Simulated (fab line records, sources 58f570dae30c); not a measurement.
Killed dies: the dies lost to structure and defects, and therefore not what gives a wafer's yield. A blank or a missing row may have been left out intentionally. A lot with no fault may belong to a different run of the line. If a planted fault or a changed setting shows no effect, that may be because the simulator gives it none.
fab line records / flow berkeley_cmos170
[record] lots = 6 wafers = 18 last_day = 12
route steps=331 shown PSD@179 NSD@187
lots untouched by any fault: they come from a run of this same line in which no faults occurred
start_h: the number of hours between the record's first day and the start of the first shown wafer of the lot / wait_h: hours since the lot's step before / " as in the row above / L1.1+2: several wafers, shown together as one row / - value missing, or start not given / * or withheld: withheld / < > ~ a bound
route shown NAME@n: NAME is a module with steps in the file, n the number in the route of the first one / usual: mean/standard deviation taken from wafers without a fault / same: alike in all rows / chamber/n: place in a boat / sites: per-site readings / _std_site: the standard deviation of these / _edge_site: outer sites' mean less inner sites' / radius_mm: how far each site lies from the wafer's centre / mask NAME#n: copy n / behind: the tool/chamber that last shaped the wafer / hold: the reason the lot was held/the length of the hold in hours/how it ended / device: which transistor (n, p or np) failed to switch / end of line: the route-end tests of the same wafers / a step given without rows: its recipe and nothing more / killed: the dies lost at the first sort to structure and to defects; this is not the yield of the wafer / map: shows each die of a wafer: x if killed, . if not, _ if none is there
set.NAME: the run value of the setting; set.NAME@STEP: its run value at that earlier step / model.NAME: the simulator's own value behind a step, which no gauge read
a table for each step, a row for each wafer; lots at some steps of the route
services: from which hour (start_h, from the record's first day; less than 0 if before it) a tool's chamber was out of use, for how many hours, and why
[[steps]]
[step UCB170_PSD_PEB_04]
[recipe] peb_temp_c = 130 peb_time_s = withheld resist = KrF
[usual] chill_plate_temp_C = 23.02/0.12 exhaust_pa = 44.9/0.87 plate_sensor_t_centre_C = 131.41/0.01 plate_sensor_t_edge_C = 131.53/0.01
lot.wafer=L438.3 tool=litho_track-04 chamber=0 start_h=128.24 wait_h=0.7 chill_plate_temp_C=23.15 exhaust_pa=44.7 plate_sensor_t_centre_C=131.4 plate_sensor_t_edge_C=131.53
lot.wafer=L438.4 tool=litho_track-04 chamber=0 start_h=128.24 wait_h=0.7 chill_plate_temp_C=23.12 exhaust_pa=44.0 plate_sensor_t_centre_C=131.4 plate_sensor_t_edge_C=131.51
lot.wafer=L438.6 tool=litho_track-04 chamber=0 start_h=128.24 wait_h=0.7 chill_plate_temp_C=23.18 exhaust_pa=43.8 plate_sensor_t_centre_C=131.41 plate_sensor_t_edge_C=131.51
lot.wafer=L442.4 tool=litho_track-03 chamber=0 start_h=146.22 wait_h=0.9 chill_plate_temp_C=23.20 exhaust_pa=43.4 plate_sensor_t_centre_C=131.41 plate_sensor_t_edge_C=131.54
lot.wafer=L442.5 tool=litho_track-03 chamber=0 start_h=146.22 wait_h=0.9 chill_plate_temp_C=23.16 exhaust_pa=43.3 plate_sensor_t_centre_C=131.4 plate_sensor_t_edge_C=131.52
lot.wafer=L442.6 tool=litho_track-03 chamber=0 start_h=146.22 wait_h=0.9 chill_plate_temp_C=23.00 exhaust_pa=44.4 plate_sensor_t_centre_C=131.41 plate_sensor_t_edge_C=131.55
lot.wafer=L443.2 tool=litho_track-04 chamber=0 start_h=152.31 wait_h=0.6 chill_plate_temp_C=23.10 exhaust_pa=44.3 plate_sensor_t_centre_C=131.42 plate_sensor_t_edge_C=131.53
lot.wafer=L443.3 tool=litho_track-04 chamber=0 start_h=152.31 wait_h=0.6 chill_plate_temp_C=23.22 exhaust_pa=44.4 plate_sensor_t_centre_C=131.41 plate_sensor_t_edge_C=131.54
lot.wafer=L443.6 tool=litho_track-04 chamber=0 start_h=152.31 wait_h=0.6 chill_plate_temp_C=23.14 exhaust_pa=44.7 plate_sensor_t_centre_C=131.42 plate_sensor_t_edge_C=131.52
lot.wafer=L453.1 tool=litho_track-03 chamber=0 start_h=200.45 wait_h=0.3 chill_plate_temp_C=23.18 exhaust_pa=43.7 plate_sensor_t_centre_C=131.41 plate_sensor_t_edge_C=131.52
lot.wafer=L453.2 tool=litho_track-03 chamber=0 start_h=200.45 wait_h=0.3 chill_plate_temp_C=23.01 exhaust_pa=44.7 plate_sensor_t_centre_C=131.41 plate_sensor_t_edge_C=131.54
lot.wafer=L453.3 tool=litho_track-03 chamber=0 start_h=200.45 wait_h=0.3 chill_plate_temp_C=22.96 exhaust_pa=44.4 plate_sensor_t_centre_C=131.42 plate_sensor_t_edge_C=131.53
lot.wafer=L455.2 tool=litho_track-02 chamber=0 start_h=205.30 wait_h=0.6 chill_plate_temp_C=22.92 exhaust_pa=46.1 plate_sensor_t_centre_C=131.41 plate_sensor_t_edge_C=131.52
lot.wafer=L455.4 tool=litho_track-02 chamber=0 start_h=205.30 wait_h=0.6 chill_plate_temp_C=22.98 exhaust_pa=46.6 plate_sensor_t_centre_C=131.4 plate_sensor_t_edge_C=131.53
lot.wafer=L455.6 tool=litho_track-02 chamber=0 start_h=205.30 wait_h=0.6 chill_plate_temp_C=23.10 exhaust_pa=44.7 plate_sensor_t_centre_C=131.41 plate_sensor_t_edge_C=131.54
lot.wafer=L460.1 tool=litho_track-04 chamber=0 start_h=243.48 wait_h=0.4 chill_plate_temp_C=23.10 exhaust_pa=44.5 plate_sensor_t_centre_C=131.39 plate_sensor_t_edge_C=131.53
lot.wafer=L460.2 tool=litho_track-04 chamber=0 start_h=243.48 wait_h=0.4 chill_plate_temp_C=22.93 exhaust_pa=44.8 plate_sensor_t_centre_C=131.39 plate_sensor_t_edge_C=131.55
lot.wafer=L460.3 tool=litho_track-04 chamber=0 start_h=243.48 wait_h=0.4 chill_plate_temp_C=22.90 exhaust_pa=44.8 plate_sensor_t_centre_C=131.4 plate_sensor_t_edge_C=131.54
[step UCB170_PSD_DEVELOP_05]
[recipe] developer = TMAH develop_time_s = 45 resist = KrF dev_temp_c = 21
[step UCB170_PSD_CD_MEAS_06]
[recipe] target_cd_nm = 1200
[usual] cd_nm = 1200.5/1.6
lot.wafer=L438.3 tool=cd_sem-01 chamber=- start_h=128.50 wait_h=- cd_nm=1199.8
lot.wafer=L438.4 tool=cd_sem-01 chamber=- start_h=128.50 wait_h=- cd_nm=1200.9
lot.wafer=L438.6 tool=cd_sem-01 chamber=- start_h=128.50 wait_h=- cd_nm=1199.8
lot.wafer=L442.4 tool=cd_sem-02 chamber=- start_h=146.48 wait_h=- cd_nm=1200.7
lot.wafer=L442.5 tool=cd_sem-02 chamber=- start_h=146.48 wait_h=- cd_nm=1200.8
lot.wafer=L442.6 tool=cd_sem-02 chamber=- start_h=146.48 wait_h=- cd_nm=1200.7
lot.wafer=L443.2 tool=cd_sem-01 chamber=- start_h=152.58 wait_h=- cd_nm=1199.9
lot.wafer=L443.3 tool=cd_sem-01 chamber=- start_h=152.58 wait_h=- cd_nm=1199.9
lot.wafer=L443.6 tool=cd_sem-01 chamber=- start_h=152.58 wait_h=- cd_nm=1199.6
lot.wafer=L453.1 tool=cd_sem-01 chamber=- start_h=200.72 wait_h=- cd_nm=1197.2
lot.wafer=L453.2 tool=cd_sem-01 chamber=- start_h=200.72 wait_h=- cd_nm=1196.7
lot.wafer=L453.3 tool=cd_sem-01 chamber=- start_h=200.72 wait_h=- cd_nm=1197.8
lot.wafer=L455.2 tool=cd_sem-01 chamber=- start_h=205.72 wait_h=- cd_nm=1200.3
lot.wafer=L455.4 tool=cd_sem-01 chamber=- start_h=205.72 wait_h=- cd_nm=1198.7
lot.wafer=L455.6 tool=cd_sem-01 chamber=- start_h=205.72 wait_h=- cd_nm=1199.0
lot.wafer=L460.1 tool=cd_sem-01 chamber=- start_h=243.76 wait_h=- cd_nm=1198.1
lot.wafer=L460.2 tool=cd_sem-01 chamber=- start_h=243.76 wait_h=- cd_nm=1197.8
lot.wafer=L460.3 tool=cd_sem-01 chamber=- start_h=243.76 wait_h=- cd_nm=1198.0
[step UCB170_PSD_OVL_MEAS_07]
[usual] PSD_OVL = 1/5.2
lot.wafer=L438.3 tool=overlay-01 chamber=- start_h=128.60 wait_h=0.1 PSD_OVL[nm]=0
lot.wafer=L438.4 tool=overlay-01 chamber=- start_h=128.60 wait_h=0.1 PSD_OVL[nm]=2
lot.wafer=L438.6 tool=overlay-01 chamber=- start_h=128.60 wait_h=0.1 PSD_OVL[nm]=-1
lot.wafer=L442.4 tool=overlay-01 chamber=- start_h=146.56 wait_h=0.1 PSD_OVL[nm]=1
lot.wafer=L442.5 tool=overlay-01 chamber=- start_h=146.56 wait_h=0.1 PSD_OVL[nm]=-2
lot.wafer=L442.6 tool=overlay-01 chamber=- start_h=146.56 wait_h=0.1 PSD_OVL[nm]=-5
lot.wafer=L443.2 tool=overlay-02 chamber=- start_h=152.69 wait_h=0.1 PSD_OVL[nm]=-2
lot.wafer=L443.3 tool=overlay-02 chamber=- start_h=152.69 wait_h=0.1 PSD_OVL[nm]=-7
lot.wafer=L443.6 tool=overlay-02 chamber=- start_h=152.69 wait_h=0.1 PSD_OVL[nm]=-6
lot.wafer=L453.1 tool=overlay-02 chamber=- start_h=200.84 wait_h=0.1 PSD_OVL[nm]=-1
lot.wafer=L453.2 tool=overlay-02 chamber=- start_h=200.84 wait_h=0.1 PSD_OVL[nm]=-2
lot.wafer=L453.3 tool=overlay-02 chamber=- start_h=200.84 wait_h=0.1 PSD_OVL[nm]=2
lot.wafer=L455.2 tool=overlay-02 chamber=- start_h=205.82 wait_h=0.1 PSD_OVL[nm]=-1
lot.wafer=L455.4 tool=overlay-02 chamber=- start_h=205.82 wait_h=0.1 PSD_OVL[nm]=0
lot.wafer=L455.6 tool=overlay-02 chamber=- start_h=205.82 wait_h=0.1 PSD_OVL[nm]=-3
lot.wafer=L460.1 tool=overlay-02 chamber=- start_h=243.88 wait_h=0.1 PSD_OVL[nm]=-4
lot.wafer=L460.2 tool=overlay-02 chamber=- start_h=243.88 wait_h=0.1 PSD_OVL[nm]=2
lot.wafer=L460.3 tool=overlay-02 chamber=- start_h=243.88 wait_h=0.1 PSD_OVL[nm]=-4
[step UCB170_PSD_IMPLANT_08]
[recipe] species = B dose_cm2 = 3e+15 energy_kev = 20 tilt_deg = 7
[step UCB170_PSD_STRIP_09]
[recipe] chemistry = O2 power_w = 400 pressure_mtorr = 3500 platen_temp_c = withheld o2_flow_sccm = 400 overash_fraction = 0.5
[usual] drypump_motor_current_A = 5.9/0.56 oes_product_au = 0.600/0.0043 strip_time_to_endpoint_s = 29.38/0.072
[same] overash_fraction = 0.5
lot.wafer=L438.3 tool=plasma_asher-02 chamber=1 start_h=128.80 wait_h=0.1 drypump_motor_current_A=6.6 oes_product_au=0.598 rf_hours_counter_h=- strip_time_to_endpoint_s=29.26
lot.wafer=L438.4 tool=plasma_asher-02 chamber=0 start_h=128.80 wait_h=0.1 drypump_motor_current_A=6.5 oes_product_au=0.596 rf_hours_counter_h=- strip_time_to_endpoint_s=29.20
lot.wafer=L438.6 tool=plasma_asher-02 chamber=0 start_h=128.80 wait_h=0.1 drypump_motor_current_A=6.5 oes_product_au=0.601 rf_hours_counter_h=- strip_time_to_endpoint_s=29.21
lot.wafer=L442.4 tool=plasma_asher-03 chamber=0 start_h=146.76 wait_h=0.1 drypump_motor_current_A=5.9 oes_product_au=0.602 rf_hours_counter_h=- strip_time_to_endpoint_s=29.34
lot.wafer=L442.5 tool=plasma_asher-03 chamber=0 start_h=146.76 wait_h=0.1 drypump_motor_current_A=5.9 oes_product_au=0.601 rf_hours_counter_h=- strip_time_to_endpoint_s=29.31
lot.wafer=L442.6 tool=plasma_asher-03 chamber=1 start_h=146.76 wait_h=0.1 drypump_motor_current_A=5.3 oes_product_au=0.593 rf_hours_counter_h=- strip_time_to_endpoint_s=29.29
lot.wafer=L443.2 tool=plasma_asher-02 chamber=0 start_h=152.87 wait_h=0.1 drypump_motor_current_A=6.4 oes_product_au=0.596 rf_hours_counter_h=49 strip_time_to_endpoint_s=29.43
lot.wafer=L443.3 tool=plasma_asher-02 chamber=0 start_h=152.87 wait_h=0.1 drypump_motor_current_A=6.5 oes_product_au=0.604 rf_hours_counter_h=- strip_time_to_endpoint_s=29.48
lot.wafer=L443.6 tool=plasma_asher-02 chamber=1 start_h=152.87 wait_h=0.1 drypump_motor_current_A=6.6 oes_product_au=0.601 rf_hours_counter_h=- strip_time_to_endpoint_s=29.41
lot.wafer=L453.1 tool=plasma_asher-03 chamber=0 start_h=201.03 wait_h=0.1 drypump_motor_current_A=5.9 oes_product_au=0.602 rf_hours_counter_h=9 strip_time_to_endpoint_s=29.33
lot.wafer=L453.2 tool=plasma_asher-03 chamber=1 start_h=201.03 wait_h=0.1 drypump_motor_current_A=5.4 oes_product_au=0.600 rf_hours_counter_h=9 strip_time_to_endpoint_s=29.35
lot.wafer=L453.3 tool=plasma_asher-03 chamber=0 start_h=201.03 wait_h=0.1 drypump_motor_current_A=5.9 oes_product_au=0.603 rf_hours_counter_h=- strip_time_to_endpoint_s=29.26
lot.wafer=L455.2 tool=plasma_asher-01 chamber=0 start_h=206.07 wait_h=0.2 drypump_motor_current_A=5.0 oes_product_au=0.604 rf_hours_counter_h=45 strip_time_to_endpoint_s=29.43
lot.wafer=L455.4 tool=plasma_asher-01 chamber=0 start_h=206.07 wait_h=0.2 drypump_motor_current_A=5.0 oes_product_au=0.599 rf_hours_counter_h=- strip_time_to_endpoint_s=29.40
lot.wafer=L455.6 tool=plasma_asher-01 chamber=0 start_h=206.07 wait_h=0.2 drypump_motor_current_A=5.0 oes_product_au=0.604 rf_hours_counter_h=- strip_time_to_endpoint_s=29.41
lot.wafer=L460.1 tool=plasma_asher-02 chamber=0 start_h=244.07 wait_h=0.1 drypump_motor_current_A=6.5 oes_product_au=0.595 rf_hours_counter_h=58 strip_time_to_endpoint_s=29.25
lot.wafer=L460.2 tool=plasma_asher-02 chamber=1 start_h=244.07 wait_h=0.1 drypump_motor_current_A=6.6 oes_product_au=0.603 rf_hours_counter_h=58 strip_time_to_endpoint_s=29.26
lot.wafer=L460.3 tool=plasma_asher-02 chamber=0 start_h=244.07 wait_h=0.1 drypump_motor_current_A=6.5 oes_product_au=0.596 rf_hours_counter_h=- strip_time_to_endpoint_s=29.28
[step UCB170_PSD_TW_MEAS_10]
[usual] PSD_TW = 2341/15
lot.wafer=L438.3 tool=film_metro-01 chamber=- start_h=128.89 wait_h=0.1 PSD_TW=2326
lot.wafer=L438.4 tool=film_metro-01 chamber=- start_h=128.89 wait_h=0.1 PSD_TW=2328
lot.wafer=L438.6 tool=film_metro-01 chamber=- start_h=128.89 wait_h=0.1 PSD_TW=2327
lot.wafer=L442.4 tool=film_metro-02 chamber=- start_h=146.85 wait_h=0.1 PSD_TW=2324
lot.wafer=L442.5 tool=film_metro-02 chamber=- start_h=146.85 wait_h=0.1 PSD_TW=2322
lot.wafer=L442.6 tool=film_metro-02 chamber=- start_h=146.85 wait_h=0.1 PSD_TW=2333
lot.wafer=L443.2 tool=film_metro-01 chamber=- start_h=152.98 wait_h=0.1 PSD_TW=2361
lot.wafer=L443.3 tool=film_metro-01 chamber=- start_h=152.98 wait_h=0.1 PSD_TW=2353
lot.wafer=L443.6 tool=film_metro-01 chamber=- start_h=152.98 wait_h=0.1 PSD_TW=2339
lot.wafer=L453.1 tool=film_metro-01 chamber=- start_h=201.13 wait_h=0.1 PSD_TW=2355
lot.wafer=L453.2 tool=film_metro-01 chamber=- start_h=201.13 wait_h=0.1 PSD_TW=2372
lot.wafer=L453.3 tool=film_metro-01 chamber=- start_h=201.13 wait_h=0.1 PSD_TW=2359
lot.wafer=L455.2 tool=film_metro-02 chamber=- start_h=206.18 wait_h=0.1 PSD_TW=2329
lot.wafer=L455.4 tool=film_metro-02 chamber=- start_h=206.18 wait_h=0.1 PSD_TW=2327
lot.wafer=L455.6 tool=film_metro-02 chamber=- start_h=206.18 wait_h=0.1 PSD_TW=2319
lot.wafer=L460.1 tool=film_metro-01 chamber=- start_h=244.17 wait_h=0.1 PSD_TW=2342
lot.wafer=L460.2 tool=film_metro-01 chamber=- start_h=244.17 wait_h=0.1 PSD_TW=2352
lot.wafer=L460.3 tool=film_metro-01 chamber=- start_h=244.17 wait_h=0.1 PSD_TW=2337
[step UCB170_PSD_CLEAN_11]
[recipe] chemistry = SPM temp_c = 120 time_s = 600
[step UCB170_NSD_HMDS_00]
[recipe] prime_time_s = 60 prime_temp_c = 100
[step UCB170_NSD_COAT_01]
[recipe] resist = KrF spin_rpm = 1500 resist_thk_nm = 900
[step UCB170_NSD_SOFTBAKE_02]
[recipe] resist = KrF temp_c = 130 time_s = 57.93
[step UCB170_NSD_EXPOSE_03]
[recipe] mask_id = NSELECT_MOD na = 0.5 sigma_outer = 0.6 source_shape = conventional target_cd_nm = 1200 dose_mj = 30
[step UCB170_NSD_PEB_04]
[recipe] peb_temp_c = 130 peb_time_s = withheld resist = KrF
[usual] chill_plate_temp_C = 23.01/0.12 exhaust_pa = 45.1/0.89
lot.wafer=L438.3 tool=litho_track-01 chamber=- start_h=130.11 wait_h=0.1 chill_plate_temp_C=- exhaust_pa=-
lot.wafer=L438.4 tool=litho_track-01 chamber=- start_h=130.11 wait_h=0.1 chill_plate_temp_C=- exhaust_pa=-
lot.wafer=L438.6 tool=litho_track-01 chamber=- start_h=130.11 wait_h=0.1 chill_plate_temp_C=- exhaust_pa=-
lot.wafer=L442.4 tool=litho_track-01 chamber=- start_h=150.85 wait_h=0.8 chill_plate_temp_C=- exhaust_pa=-
lot.wafer=L442.5 tool=litho_track-01 chamber=- start_h=150.85 wait_h=0.8 chill_plate_temp_C=- exhaust_pa=-
lot.wafer=L442.6 tool=litho_track-01 chamber=- start_h=150.85 wait_h=0.8 chill_plate_temp_C=- exhaust_pa=-
lot.wafer=L443.2 tool=litho_track-01 chamber=0 start_h=153.93 wait_h=0.1 chill_plate_temp_C=23.14 exhaust_pa=43.8
lot.wafer=L443.3 tool=litho_track-01 chamber=0 start_h=153.93 wait_h=0.1 chill_plate_temp_C=23.00 exhaust_pa=43.4
lot.wafer=L443.6 tool=litho_track-01 chamber=0 start_h=153.93 wait_h=0.1 chill_plate_temp_C=23.01 exhaust_pa=43.9
lot.wafer=L453.1 tool=litho_track-01 chamber=0 start_h=205.54 wait_h=0.3 chill_plate_temp_C=22.83 exhaust_pa=45.0
lot.wafer=L453.2 tool=litho_track-01 chamber=0 start_h=205.54 wait_h=0.3 chill_plate_temp_C=23.07 exhaust_pa=45.2
lot.wafer=L453.3 tool=litho_track-01 chamber=0 start_h=205.54 wait_h=0.3 chill_plate_temp_C=23.01 exhaust_pa=43.6
lot.wafer=L455.2 tool=litho_track-03 chamber=0 start_h=207.31 wait_h=0.4 chill_plate_temp_C=22.98 exhaust_pa=44.9
lot.wafer=L455.4 tool=litho_track-03 chamber=0 start_h=207.31 wait_h=0.4 chill_plate_temp_C=23.16 exhaust_pa=46.0
lot.wafer=L455.6 tool=litho_track-03 chamber=0 start_h=207.31 wait_h=0.4 chill_plate_temp_C=23.05 exhaust_pa=43.7
lot.wafer=L460.1 tool=litho_track-01 chamber=0 start_h=245.81 wait_h=0.8 chill_plate_temp_C=22.88 exhaust_pa=44.1
lot.wafer=L460.2 tool=litho_track-01 chamber=0 start_h=245.81 wait_h=0.8 chill_plate_temp_C=22.90 exhaust_pa=44.5
lot.wafer=L460.3 tool=litho_track-01 chamber=0 start_h=245.81 wait_h=0.8 chill_plate_temp_C=23.05 exhaust_pa=45.4
[step UCB170_NSD_DEVELOP_05]
[recipe] developer = TMAH develop_time_s = 45 resist = KrF dev_temp_c = 21
[[services]]
tool=plasma_asher-03 chamber=- start_h=108.75 hours=9.0 kind=pm
tool=plasma_asher-03 chamber=0 start_h=108.75 hours=9.0 kind=vent_cycle
tool=plasma_asher-03 chamber=1 start_h=108.75 hours=9.0 kind=vent_cycle
tool=litho_track-04 chamber=- start_h=109.75 hours=- kind=consumable_replace:filter
tool=plasma_asher-03 chamber=0 start_h=117.75 hours=- kind=clean
tool=plasma_asher-03 chamber=1 start_h=117.75 hours=- kind=clean
tool=plasma_asher-01 chamber=- start_h=145.87 hours=6.6 kind=repair
tool=plasma_asher-02 chamber=- start_h=204.21 hours=5.4 kind=repair
tool=plasma_asher-01 chamber=- start_h=209.15 hours=2.3 kind=repair
[[key]]
[first_sign] step = UCB170_NSD_PEB_04 reading = tool_record direction = missing
effect none on later readings
met_at UCB170_NSD_PEB_04
struck_wafers L438.3,L438.4,L438.6,L442.4,L442.5,L442.6
sort_left_out L438.3,L438.4,L438.6,L442.4,L442.5,L442.6
tester_left_out L438,L442
[fault] kind = skipped_step_whole tool = litho_track-01 chamber = - onset_h = 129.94 steps = UCB170_NSD_PEB_04 scope = struck_lots_only
// tester_left_out: of these lots the tester's yield and bins aren't shown, on N5 and GAA mostly nor the transistor test; their killed dies are dies lost to structure and defects alone, not to doping, threshold or leakage, so they don't give the yield
// sort_left_out: the simulated sort isn't trusted on such a fault, so these wafers' sort isn't shown, and their yield isn't known
